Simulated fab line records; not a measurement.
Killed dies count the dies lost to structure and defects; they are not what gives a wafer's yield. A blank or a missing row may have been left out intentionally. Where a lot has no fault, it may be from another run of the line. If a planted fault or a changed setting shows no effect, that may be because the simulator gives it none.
Split-lot experiment || flow berkeleyCmos170 || route with 331 steps; 5 lots, 23 wafers read

== SPLIT DETAILS ==
At UCB170_CONTACT_COAT_04 (resist thk 900 nm), the setting resistThkNm was moved away from the recipe's 900 nm on 8 of the 23 wafers read, by -2.9% to +4.0%. For the rest of the wafers, this setting stayed at what the recipe calls for.

Reading taken at the split's own step.

== THE READING ==
KrF_of_CONTACT_COAT_04.thkNm (the simulator's own value, which no gauge read), in nm, at UCB170_CONTACT_COAT_04 (resist thk 900 nm). The file gives no usual value for it. Here, 15 wafers ran the recipe; their average is 902.0 nm with a standard deviation of 2.1 nm.

{"wafer": "L079.1", "tool, chamber at the split": "lithoTrack-03, 0", "resistThkNm as run, nm": 900, "against the recipe": "recipe", "KrF_of_CONTACT_COAT_04.thkNm, nm": 897.2, "against lot-mates on the recipe": "-"}
{"wafer": "L079.2", "tool, chamber at the split": "lithoTrack-03, 0", "resistThkNm as run, nm": 936, "against the recipe": "+4.0%", "KrF_of_CONTACT_COAT_04.thkNm, nm": 934.3, "against lot-mates on the recipe": "+36.3"}
{"wafer": "L079.3", "tool, chamber at the split": "lithoTrack-03, 0", "resistThkNm as run, nm": 900, "against the recipe": "recipe", "KrF_of_CONTACT_COAT_04.thkNm, nm": 898.7, "against lot-mates on the recipe": "-"}
{"wafer": "L079.5", "tool, chamber at the split": "lithoTrack-03, 0", "resistThkNm as run, nm": 936, "against the recipe": "+4.0%", "KrF_of_CONTACT_COAT_04.thkNm, nm": 932.2, "against lot-mates on the recipe": "+34.2"}
{"wafer": "L079.6", "tool, chamber at the split": "lithoTrack-03, 0", "resistThkNm as run, nm": 936, "against the recipe": "+4.0%", "KrF_of_CONTACT_COAT_04.thkNm, nm": 935.8, "against lot-mates on the recipe": "+37.8"}
{"wafer": "L078.1", "tool, chamber at the split": "lithoTrack-04, 0", "resistThkNm as run, nm": 900, "against the recipe": "recipe", "KrF_of_CONTACT_COAT_04.thkNm, nm": 901.7, "against lot-mates on the recipe": "-"}
{"wafer": "L078.2", "tool, chamber at the split": "lithoTrack-04, 0", "resistThkNm as run, nm": 873.5, "against the recipe": "-2.9%", "KrF_of_CONTACT_COAT_04.thkNm, nm": 875.5, "against lot-mates on the recipe": -26.0}
{"wafer": "L078.4", "tool, chamber at the split": "lithoTrack-04, 0", "resistThkNm as run, nm": 873.5, "against the recipe": "-2.9%", "KrF_of_CONTACT_COAT_04.thkNm, nm": 875.5, "against lot-mates on the recipe": -26.0}
{"wafer": "L078.5", "tool, chamber at the split": "lithoTrack-04, 0", "resistThkNm as run, nm": 873.5, "against the recipe": "-2.9%", "KrF_of_CONTACT_COAT_04.thkNm, nm": 874.6, "against lot-mates on the recipe": -26.9}
{"wafer": "L078.6", "tool, chamber at the split": "lithoTrack-04, 0", "resistThkNm as run, nm": 900, "against the recipe": "recipe", "KrF_of_CONTACT_COAT_04.thkNm, nm": 901.4, "against lot-mates on the recipe": "-"}
{"wafer": "L081.1", "tool, chamber at the split": "lithoTrack-01, 0", "resistThkNm as run, nm": 900, "against the recipe": "recipe", "KrF_of_CONTACT_COAT_04.thkNm, nm": 902.3, "against lot-mates on the recipe": "-"}
{"wafer": "L081.2", "tool, chamber at the split": "lithoTrack-01, 0", "resistThkNm as run, nm": 900, "against the recipe": "recipe", "KrF_of_CONTACT_COAT_04.thkNm, nm": 901.1, "against lot-mates on the recipe": "-"}
{"wafer": "L081.6", "tool, chamber at the split": "lithoTrack-01, 0", "resistThkNm as run, nm": 900, "against the recipe": "recipe", "KrF_of_CONTACT_COAT_04.thkNm, nm": 901.6, "against lot-mates on the recipe": "-"}
{"wafer": "L084.1", "tool, chamber at the split": "lithoTrack-04, 0", "resistThkNm as run, nm": 900, "against the recipe": "recipe", "KrF_of_CONTACT_COAT_04.thkNm, nm": 903.2, "against lot-mates on the recipe": "-"}
{"wafer": "L084.2", "tool, chamber at the split": "lithoTrack-04, 0", "resistThkNm as run, nm": 880.5, "against the recipe": "-2.2%", "KrF_of_CONTACT_COAT_04.thkNm, nm": 883.7, "against lot-mates on the recipe": -19.0}
{"wafer": "L084.4", "tool, chamber at the split": "lithoTrack-04, 0", "resistThkNm as run, nm": 900, "against the recipe": "recipe", "KrF_of_CONTACT_COAT_04.thkNm, nm": 904.5, "against lot-mates on the recipe": "-"}
{"wafer": "L084.5", "tool, chamber at the split": "lithoTrack-04, 0", "resistThkNm as run, nm": 880.5, "against the recipe": "-2.2%", "KrF_of_CONTACT_COAT_04.thkNm, nm": 882.4, "against lot-mates on the recipe": -20.3}
{"wafer": "L084.6", "tool, chamber at the split": "lithoTrack-04, 0", "resistThkNm as run, nm": 900, "against the recipe": "recipe", "KrF_of_CONTACT_COAT_04.thkNm, nm": 900.5, "against lot-mates on the recipe": "-"}
{"wafer": "L085.1", "tool, chamber at the split": "lithoTrack-01, 0", "resistThkNm as run, nm": 900, "against the recipe": "recipe", "KrF_of_CONTACT_COAT_04.thkNm, nm": 903, "against lot-mates on the recipe": "-"}
{"wafer": "L085.2", "tool, chamber at the split": "lithoTrack-01, 0", "resistThkNm as run, nm": 900, "against the recipe": "recipe", "KrF_of_CONTACT_COAT_04.thkNm, nm": 902.4, "against lot-mates on the recipe": "-"}
{"wafer": "L085.4", "tool, chamber at the split": "lithoTrack-01, 0", "resistThkNm as run, nm": 900, "against the recipe": "recipe", "KrF_of_CONTACT_COAT_04.thkNm, nm": 902.9, "against lot-mates on the recipe": "-"}
{"wafer": "L085.5", "tool, chamber at the split": "lithoTrack-01, 0", "resistThkNm as run, nm": 900, "against the recipe": "recipe", "KrF_of_CONTACT_COAT_04.thkNm, nm": 906.1, "against lot-mates on the recipe": "-"}
{"wafer": "L085.6", "tool, chamber at the split": "lithoTrack-01, 0", "resistThkNm as run, nm": 900, "against the recipe": "recipe", "KrF_of_CONTACT_COAT_04.thkNm, nm": 903.3, "against lot-mates on the recipe": "-"}

FIT RESULTS
A straight line over all 23 wafers: KrF_of_CONTACT_COAT_04.thkNm changes by +8.43 nm for each +1% of resistThkNm; r = +0.99; the points scatter about the line by 2 nm.
The same after taking each lot's own level away (the mean of its wafers on the recipe; 23 wafers): +9.02 nm for each +1%; r = +1.00; scatter 1.1 nm.
That fit puts the effect of the largest move of resistThkNm on the reading at 36 nm.
Measured against the standard deviation above, the lots' own levels, which go from 897.95 to 903.54 nm, span 2.7 times it.
The two slopes agree, so the slope changes little with the lot-to-lot level.
Check: +36 nm against its lot-mates is what the line predicts for one of the wafers moved furthest among these (+4.0%) when that wafer is left out of the fit. It came out at +36.3 nm against them.

== ADDITIONAL SPLITS CARRIED BY THESE WAFERS ==
Note: prior to the reading, these wafers also went through further splits. Each is held against what the fit with the lots' levels taken away leaves over:
{"other split on the same wafers": "UCB170_NWELL_CVD_04 timeS", "wafers away from the commonest value": 18, "r with KrF_of_CONTACT_COAT_04.thkNm (lot level and that fit taken away)": -0.04}
{"other split on the same wafers": "UCB170_NWELL_ETCH_13 timeS", "wafers away from the commonest value": 8, "r with KrF_of_CONTACT_COAT_04.thkNm (lot level and that fit taken away)": -0.22}
{"other split on the same wafers": "UCB170_ACTIVE_EXPOSE_10 doseMj", "wafers away from the commonest value": 8, "r with KrF_of_CONTACT_COAT_04.thkNm (lot level and that fit taken away)": "+0.22"}
{"other split on the same wafers": "UCB170_PVT_IMPLANT_07 energyKev", "wafers away from the commonest value": 11, "r with KrF_of_CONTACT_COAT_04.thkNm (lot level and that fit taken away)": "+0.34"}
{"other split on the same wafers": "UCB170_PLDD_EXPOSE_03 doseMj", "wafers away from the commonest value": 7, "r with KrF_of_CONTACT_COAT_04.thkNm (lot level and that fit taken away)": "+0.15"}
{"other split on the same wafers": "UCB170_PSD_IMPLANT_08 energyKev", "wafers away from the commonest value": 10, "r with KrF_of_CONTACT_COAT_04.thkNm (lot level and that fit taken away)": -0.04}

== THE WHOLE CHAIN: every reading that the file lists as answering this split, in the file's order ==
{"step": "UCB170_CONTACT_COAT_04", "what it does": "resist thk 900 nm", "reading": "KrF_of_CONTACT_COAT_04.thkNm (the simulator's own value, which no gauge read)", "change (the file's fit)": "+9.02 nm for each +1% of the setting", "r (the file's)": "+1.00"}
{"step": "UCB170_CONTACT_STRIP_06", "what it does": "strips in O2", "reading": "stripTimeToEndpointS", "change (the file's fit)": "withheld for each +1% of the setting", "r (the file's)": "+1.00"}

== FILE'S OWN FIT ==
KrF_of_CONTACT_COAT_04.thkNm changes by +9.02 nm for each +1% of resistThkNm, r = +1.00.
